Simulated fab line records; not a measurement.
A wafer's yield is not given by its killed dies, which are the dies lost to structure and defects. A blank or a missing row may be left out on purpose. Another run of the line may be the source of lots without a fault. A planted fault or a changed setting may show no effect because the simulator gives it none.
Which tool is to blame? || flow berkeley-cmos170 || Sampling: 14 lots, 42 wafers, 4 of 331 route steps

== WHAT THE GAUGES READ, wafer by wafer ==
UCB170_M1_CD_MEAS_09: the cd target is 700 nm.
{"lot": "L705", "measured": "day 8 14:59", "on": "cd-sem-02", "cd-nm (nm)": "697.2 697.3 698.8"}
{"lot": "L706", "measured": "day 8 15:15", "on": "cd-sem-01", "cd-nm (nm)": "701.9 702.3 701.9"}
{"lot": "L707", "measured": "day 8 15:38", "on": "cd-sem-02", "cd-nm (nm)": "697.3 696.2 697.5"}
{"lot": "L708", "measured": "day 9 15:01", "on": "cd-sem-02", "cd-nm (nm)": "701.9 701.1 700.4"}
{"lot": "L714", "measured": "day 11 00:05", "on": "cd-sem-02", "cd-nm (nm)": "698.9 701.1 700.5"}
{"lot": "L716", "measured": "day 11 20:56", "on": "cd-sem-01", "cd-nm (nm)": "699.3 700.0 698.8"}
{"lot": "L718", "measured": "day 11 22:35", "on": "cd-sem-02", "cd-nm (nm)": "700.6 700.1 700.8"}
{"lot": "L719", "measured": "day 12 14:14", "on": "cd-sem-01", "cd-nm (nm)": "701.0 700.9 702.3"}
{"lot": "L721", "measured": "day 12 15:17", "on": "cd-sem-02", "cd-nm (nm)": "697.2 697.7 697.7"}
{"lot": "L720", "measured": "day 12 15:59", "on": "cd-sem-02", "cd-nm (nm)": "700.8 701.8 701.9"}
{"lot": "L723", "measured": "day 13 01:21", "on": "cd-sem-01", "cd-nm (nm)": "700.5 699.6 702.7"}
{"lot": "L725", "measured": "day 13 07:06", "on": "cd-sem-02", "cd-nm (nm)": "701.6 701.0 701.2"}
{"lot": "L728", "measured": "day 13 18:32", "on": "cd-sem-01", "cd-nm (nm)": "700.4 700.6 700.8"}
{"lot": "L727", "measured": "day 13 18:57", "on": "cd-sem-01", "cd-nm (nm)": "698.8 698.4 697.7"}

UCB170_V1_THK_MEAS_01.
{"lot": "L705", "measured": "day 8 17:01", "on": "film-metro-02", "V1_TEOS_THK (nm)": "1965 1947 1986"}
{"lot": "L706", "measured": "day 8 18:21", "on": "film-metro-02", "V1_TEOS_THK (nm)": "1965 1976 2008"}
{"lot": "L707", "measured": "day 8 18:21", "on": "film-metro-01", "V1_TEOS_THK (nm)": "1984 1980 2027"}
{"lot": "L708", "measured": "day 9 18:03", "on": "film-metro-02", "V1_TEOS_THK (nm)": "1979 2016 2018"}
{"lot": "L714", "measured": "day 11 03:01", "on": "film-metro-03", "V1_TEOS_THK (nm)": "2014 2003 2027"}
{"lot": "L716", "measured": "day 12 00:11", "on": "film-metro-03", "V1_TEOS_THK (nm)": "2009 2007 2039"}
{"lot": "L718", "measured": "day 12 01:33", "on": "film-metro-02", "V1_TEOS_THK (nm)": "2003 2012 1993"}
{"lot": "L719", "measured": "day 12 16:17", "on": "film-metro-02", "V1_TEOS_THK (nm)": "1994 1972 2029"}
{"lot": "L721", "measured": "day 12 17:37", "on": "film-metro-01", "V1_TEOS_THK (nm)": "1985 1978 2017"}
{"lot": "L720", "measured": "day 12 18:58", "on": "film-metro-02", "V1_TEOS_THK (nm)": "1956 2037 2013"}
{"lot": "L723", "measured": "day 13 03:23", "on": "film-metro-03", "V1_TEOS_THK (nm)": "1974 2019 2018"}
{"lot": "L725", "measured": "day 13 10:13", "on": "film-metro-03", "V1_TEOS_THK (nm)": "1989 2005 2028"}
{"lot": "L728", "measured": "day 13 21:06", "on": "film-metro-03", "V1_TEOS_THK (nm)": "1980 2001 2015"}
{"lot": "L727", "measured": "day 13 22:28", "on": "film-metro-02", "V1_TEOS_THK (nm)": "1995 2054 2041"}

== EACH LOT AND THE TOOL THAT RAN IT (in order: tool; ch and the chambers of the sampled wafers; start) ==
{"lot": "L705", "UCB170_SILICIDE_SPUTTER_01": "pvd-sputter-03, day 8 07:08", "UCB170_M1_METAL_ETCH_12": "rie-metal-03 ch 0,1, day 8 15:11"}
{"lot": "L706", "UCB170_SILICIDE_SPUTTER_01": "pvd-sputter-01, day 8 07:20", "UCB170_M1_METAL_ETCH_12": "rie-metal-01 ch 0,1, day 8 15:27"}
{"lot": "L707", "UCB170_SILICIDE_SPUTTER_01": "pvd-sputter-03, day 8 07:45", "UCB170_M1_METAL_ETCH_12": "rie-metal-03 ch 0,1, day 8 15:50"}
{"lot": "L708", "UCB170_SILICIDE_SPUTTER_01": "pvd-sputter-03, day 9 08:46", "UCB170_M1_METAL_ETCH_12": "rie-metal-02 ch 0,1, day 9 15:11"}
{"lot": "L714", "UCB170_SILICIDE_SPUTTER_01": "pvd-sputter-01, day 10 16:31", "UCB170_M1_METAL_ETCH_12": "rie-metal-03 ch 0,1, day 11 00:17"}
{"lot": "L716", "UCB170_SILICIDE_SPUTTER_01": "pvd-sputter-03, day 11 13:59", "UCB170_M1_METAL_ETCH_12": "rie-metal-03 ch 0,1, day 11 21:08"}
{"lot": "L718", "UCB170_SILICIDE_SPUTTER_01": "pvd-sputter-03, day 11 15:19", "UCB170_M1_METAL_ETCH_12": "rie-metal-01 ch 0,1, day 11 22:46"}
{"lot": "L719", "UCB170_SILICIDE_SPUTTER_01": "pvd-sputter-02, day 12 04:33", "UCB170_M1_METAL_ETCH_12": "rie-metal-01 ch 0, day 12 14:26"}
{"lot": "L721", "UCB170_SILICIDE_SPUTTER_01": "pvd-sputter-01, day 12 05:15", "UCB170_M1_METAL_ETCH_12": "rie-metal-02 ch 0,1, day 12 15:29"}
{"lot": "L720", "UCB170_SILICIDE_SPUTTER_01": "pvd-sputter-03, day 12 05:25", "UCB170_M1_METAL_ETCH_12": "rie-metal-01 ch 0,1, day 12 16:10"}
{"lot": "L723", "UCB170_SILICIDE_SPUTTER_01": "pvd-sputter-01, day 12 17:01", "UCB170_M1_METAL_ETCH_12": "rie-metal-02 ch 0,1, day 13 01:32"}
{"lot": "L725", "UCB170_SILICIDE_SPUTTER_01": "pvd-sputter-03, day 12 23:29", "UCB170_M1_METAL_ETCH_12": "rie-metal-02 ch 0,1, day 13 07:17"}
{"lot": "L728", "UCB170_SILICIDE_SPUTTER_01": "pvd-sputter-01, day 13 09:13", "UCB170_M1_METAL_ETCH_12": "rie-metal-01 ch 0,1, day 13 18:44"}
{"lot": "L727", "UCB170_SILICIDE_SPUTTER_01": "pvd-sputter-03, day 13 09:23", "UCB170_M1_METAL_ETCH_12": "rie-metal-02 ch 0,1, day 13 19:08"}
- UCB170_SILICIDE_SPUTTER_01: material Ti, target thk 30 nm, time 25.82 s.
- UCB170_M1_METAL_ETCH_12: etches Al in Cl2/BCl3, stops on PSG, target depth 780 nm, time 130 s.

== AS READ BY THE TOOLS THEMSELVES (means over the sampled wafers that have a number; for cases with no such wafer, the mark the record gives instead) ==
UCB170_SILICIDE_SPUTTER_01.
{"lot": "L705", "tool": "pvd-sputter-03", "throttle-valve-pct (%)": 29.2}
{"lot": "L706", "tool": "pvd-sputter-01", "throttle-valve-pct (%)": 30.2}
{"lot": "L707", "tool": "pvd-sputter-03", "throttle-valve-pct (%)": 29.3}
{"lot": "L708", "tool": "pvd-sputter-03", "throttle-valve-pct (%)": 28.8}
{"lot": "L714", "tool": "pvd-sputter-01", "throttle-valve-pct (%)": 30.1}
{"lot": "L716", "tool": "pvd-sputter-03", "throttle-valve-pct (%)": 29.3}
{"lot": "L718", "tool": "pvd-sputter-03", "throttle-valve-pct (%)": 29.9}
{"lot": "L719", "tool": "pvd-sputter-02", "throttle-valve-pct (%)": 30.4}
{"lot": "L721", "tool": "pvd-sputter-01", "throttle-valve-pct (%)": 30.1}
{"lot": "L720", "tool": "pvd-sputter-03", "throttle-valve-pct (%)": 28.7}
{"lot": "L723", "tool": "pvd-sputter-01", "throttle-valve-pct (%)": 29.9}
{"lot": "L725", "tool": "pvd-sputter-03", "throttle-valve-pct (%)": 29.9}
{"lot": "L728", "tool": "pvd-sputter-01", "throttle-valve-pct (%)": 30.0}
{"lot": "L727", "tool": "pvd-sputter-03", "throttle-valve-pct (%)": 29.2}

UCB170_M1_METAL_ETCH_12.
{"lot": "L705", "tool": "rie-metal-03", "drypump-motor-current-A (A)": 5.6, "oes-product-au (a.u.)": 0.830, "run-length-s (s)": 158.68, "throttle-valve-pct (%)": 24.4}
{"lot": "L706", "tool": "rie-metal-01", "drypump-motor-current-A (A)": 5.6, "oes-product-au (a.u.)": 0.866, "run-length-s (s)": 158.36, "throttle-valve-pct (%)": 24.2}
{"lot": "L707", "tool": "rie-metal-03", "drypump-motor-current-A (A)": 5.6, "oes-product-au (a.u.)": 0.839, "run-length-s (s)": 158.44, "throttle-valve-pct (%)": 24.4}
{"lot": "L708", "tool": "rie-metal-02", "drypump-motor-current-A (A)": 5.8, "oes-product-au (a.u.)": 0.850, "run-length-s (s)": 158.47, "throttle-valve-pct (%)": 24.6}
{"lot": "L714", "tool": "rie-metal-03", "drypump-motor-current-A (A)": 5.6, "oes-product-au (a.u.)": 0.914, "run-length-s (s)": 149.31, "throttle-valve-pct (%)": 24.4}
{"lot": "L716", "tool": "rie-metal-03", "drypump-motor-current-A (A)": 5.6, "oes-product-au (a.u.)": 0.904, "run-length-s (s)": 149.22, "throttle-valve-pct (%)": 24.4}
{"lot": "L718", "tool": "rie-metal-01", "drypump-motor-current-A (A)": 5.6, "oes-product-au (a.u.)": 0.865, "run-length-s (s)": 158.17, "throttle-valve-pct (%)": 24.2}
{"lot": "L719", "tool": "rie-metal-01", "drypump-motor-current-A (A)": 6.0, "oes-product-au (a.u.)": 0.870, "run-length-s (s)": 158.52, "throttle-valve-pct (%)": 24.1}
{"lot": "L721", "tool": "rie-metal-02", "drypump-motor-current-A (A)": 6.2, "oes-product-au (a.u.)": 0.841, "run-length-s (s)": 158.34, "throttle-valve-pct (%)": 24.4}
{"lot": "L720", "tool": "rie-metal-01", "drypump-motor-current-A (A)": 5.2, "oes-product-au (a.u.)": 0.858, "run-length-s (s)": 158.34, "throttle-valve-pct (%)": 24.5}
{"lot": "L723", "tool": "rie-metal-02", "drypump-motor-current-A (A)": 6.2, "oes-product-au (a.u.)": 0.856, "run-length-s (s)": 158.42, "throttle-valve-pct (%)": 24.4}
{"lot": "L725", "tool": "rie-metal-02", "drypump-motor-current-A (A)": 5.8, "oes-product-au (a.u.)": 0.859, "run-length-s (s)": 158.47, "throttle-valve-pct (%)": 24.6}
{"lot": "L728", "tool": "rie-metal-01", "drypump-motor-current-A (A)": 5.2, "oes-product-au (a.u.)": 0.852, "run-length-s (s)": 158.36, "throttle-valve-pct (%)": 24.5}
{"lot": "L727", "tool": "rie-metal-02", "drypump-motor-current-A (A)": 5.8, "oes-product-au (a.u.)": 0.856, "run-length-s (s)": 158.49, "throttle-valve-pct (%)": 24.6}

== THE ANSWER, worked out from the rows above alone ==
Rule: what is usual is taken from the lots themselves. The widest of any qualifying gaps counts: lots, ordered by their means at a reading, are off when they make up no more than a third of the lots, leave a main group of 4 or more, and stand apart from it by 3 or more times the standard deviation of that group's means. A main group is skipped when, at the precision printed for the reading in the tables above, its means are all equal. Also off: a lot with no number at a reading for which 4 or more lots have one. The other lots that the step has rows for count as sound. Order of review: gauges by route order, followed by the tools' own readings, for which a lot's mean as printed above is used. The first step at which some lot is off is used, and at that step the reading that is off furthest; a lot without a number counts as furthest.
Off: L714, L716, at UCB170_M1_METAL_ETCH_12 (run-length-s). The main group has a mean of 158.42 s with a standard deviation of 0.12.
A tool fits if, at that step or a process step before it, it ran every lot that is off, and no sound lot after the first of them. One candidate fits, namely rie-metal-03 at UCB170_M1_METAL_ETCH_12. A fault onset in the window from L707 (day 8 15:50, its last sound lot) to L714 (day 11 00:17, its first lot off) fits.
On the lots that are off, the tool's own readings at UCB170_M1_METAL_ETCH_12 differ by more than 5 times the standard deviation of the sound lots' means, which bears it out; run-length-s reads 149.26 s there versus 158.42 s on the sound lots.

== WHAT THE SIMULATOR PUT IN ==
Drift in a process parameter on rie-metal-03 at UCB170_M1_METAL_ETCH_12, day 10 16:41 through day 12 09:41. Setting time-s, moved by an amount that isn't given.
Shown lots that were struck: L714, L716. Same finding as the rule above.
